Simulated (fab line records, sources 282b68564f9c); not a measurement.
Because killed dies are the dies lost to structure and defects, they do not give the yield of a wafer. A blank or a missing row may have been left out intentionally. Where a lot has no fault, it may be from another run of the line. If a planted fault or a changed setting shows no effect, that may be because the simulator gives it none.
A struck lot beside a sound one :: flow rit cmos :: 16 steps out of a route of 202
Sound: these wafers, L397.3, L397.5, L397.6. Struck: wafers L406.1, L406.3, L406.5. The cause is given at the end.
Each step with rows lists, per side, the tool, then ch with its chambers, then its first start. Under that, the readings that differ: sound wafers :: struck wafers :: difference of the means :: sigmas: that difference in standard deviations of wafers without a fault.
alike: words and numbers the same on both sides, and readings whose means are apart by under 2 such deviations; not compared: readings that were withheld, readings missing a value for some wafer, numbers with overlapping values and no deviation given by the record, and bounds like >300 which may hide the same value.
A row with sigmas, a row that says differs or no value, or rows on one side alone: a step with any of these is where the two part. Non-overlapping numbers with no deviation appear without sigmas and do not part them. A reading that every wafer of one side lacks parts them only if that side has two wafers or more.

RIT_GATE_THK_MEAS_07:
  sound: film metro-04 at day 4 07:05; struck: film metro-01 at day 6 04:47
  alike: GATE_OXIDE_THK
then, 1 step without rows for these wafers: RIT_GATE_CVD_08 (deposits poly-Si from SiH4, target thk 250 nm, time 2220 s).
RIT_GATE_THK_MEAS_09:
  sound: film metro-01 at day 4 09:49; struck: film metro-02 at day 6 06:27
  alike: GATE_POLY_THK
then, 6 steps without rows for these wafers: RIT_GATE_HMDS_10 (prime time 60 s); RIT_GATE_COAT_11 (resist thk 850 nm); RIT_GATE_SOFTBAKE_12 (time 60 s); RIT_GATE_EXPOSE_13 (exposes mask M6, target cd 150 nm); RIT_GATE_PEB_14; RIT_GATE_DEVELOP_15 (develop time 51.25 s).
RIT_GATE_CD_MEAS_16 targets a cd of 150 nm.
  sound: cd sem-02 at day 4 10:52; struck: cd sem-02 at day 6 07:33
  alike: cd nm
RIT_GATE_OVL_MEAS_17:
  sound: overlay-01 at day 4 10:58; struck: overlay-01 at day 6 07:40
  alike: GATE_OVL
then, 1 step without rows for these wafers: RIT_GATE_HARDBAKE_18 (time 60 s).
RIT_GATE_ETCH_19: etches poly-Si in SF6/CHF3/O2, stops on SiO2, time 165 s, target depth 312.5 nm.
  sound on rie si-02 ch 2,3, day 4 11:08; struck on rie si-01 ch 0,1,2, day 6 07:52
  no value came back on the struck wafers for any of 6 readings (CHF3_flow_sccm (sccm), O2_flow_sccm (sccm) and others); on the sound wafers CHF3_flow_sccm (sccm) reads 29.91 30.04 30.12
reading: model.NOVOLAK_of_GATE_COAT_11.thk nm (nm)
sound: 664.1 665.4 667.3
struck: 751.6 750.2 751.5
difference: +85.5
sigmas: 

reading: model.SiO2_of_FOX2_OXIDATION_00.thk nm (nm)
sound: 233.2 238.1 230.6
struck: 257 254.9 256.5
difference: +22
sigmas: 
  not compared: rf hours counter h
RIT_GATE_STRIP_20: strips in O2, time 180 s.
  sound on plasma asher-03 ch 0,1, day 4 11:19; struck on plasma asher-01 ch 1, day 6 07:58
  alike: drypump motor current A
  not compared: rf hours counter h
RIT_GATE_CD_MEAS_90 targets a cd of 150 nm.
  sound: cd sem-01 at day 4 11:28; struck: cd sem-02 at day 6 08:08
reading: cd nm (nm)
sound: 144 143 142
struck: - - -
difference: no value on the struck wafers
sigmas: 
RIT_M1_PROBE_99:
  the record has rows for the struck wafers here (prober-02, day 7 04:10) and none for the sound ones

== WHERE THEY PART ==
First at RIT_GATE_ETCH_19; last, within this record, at RIT_M1_PROBE_99.

WHY: what the simulator had put in
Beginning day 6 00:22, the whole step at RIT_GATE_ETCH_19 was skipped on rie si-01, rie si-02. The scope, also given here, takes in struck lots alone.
